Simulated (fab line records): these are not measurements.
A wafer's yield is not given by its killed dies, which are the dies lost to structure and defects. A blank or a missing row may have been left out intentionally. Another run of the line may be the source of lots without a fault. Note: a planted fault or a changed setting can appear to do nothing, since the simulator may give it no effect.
Which tool is to blame? | flow berkeley cmos170 | Sampling: 6 lots, 18 wafers, 2 of 331 route steps

## WHAT THE GAUGES SHOWED, per wafer
UCB170_V2_CD_MEAS_12: the cd target is 700 nm.
lot  | measured     | on        | cd nm (nm)
L720 | day 8 00:54  | cd sem-01 | 702.2 702.3 702.4
L725 | day 8 10:41  | cd sem-02 | 700.6 703.1 702.8
L726 | day 9 02:17  | cd sem-01 | 697.4 696.6 697.1
L731 | day 9 17:23  | cd sem-01 | 701.4 700.2 701.0
L740 | day 11 23:10 | cd sem-02 | 700.4 700.0 700.3
L742 | day 12 10:50 | cd sem-02 | 700.6 699.7 699.5

## EACH LOT AND THE TOOL THAT RAN IT (in order: tool; ch and the chambers of the sampled wafers; start)
lot  | UCB170_V2_PEB_10
L720 | litho track-04 ch 0, day 8 00:38
L725 | litho track-03 ch 0, day 8 10:25
L726 | litho track-03 ch 0, day 9 02:01
L731 | litho track-04 ch 0, day 9 17:07
L740 | litho track-02 ch 0, day 11 22:54
L742 | litho track-02 ch 0, day 12 10:34
- UCB170_V2_PEB_10

## THE ANSWER, worked out from the rows above alone
Rule: the usual values come from the lots themselves. The widest of any qualifying gaps counts: lots, ordered by their means at a reading, are off when they make up no more than a third of the lots, leave a main group of 4 or more, and stand apart from it by 3 or more times the standard deviation of that group's means. A main group whose means are all the same, to the digits that the tables above print for the reading, isn't used. A lot without any number at a reading at which 4 lots or more have one is off too. The other lots that the step has rows for count as sound.
Nothing can be told from this: no lot is off at any reading shown.

## WHAT WAS PUT IN BY THE SIMULATOR
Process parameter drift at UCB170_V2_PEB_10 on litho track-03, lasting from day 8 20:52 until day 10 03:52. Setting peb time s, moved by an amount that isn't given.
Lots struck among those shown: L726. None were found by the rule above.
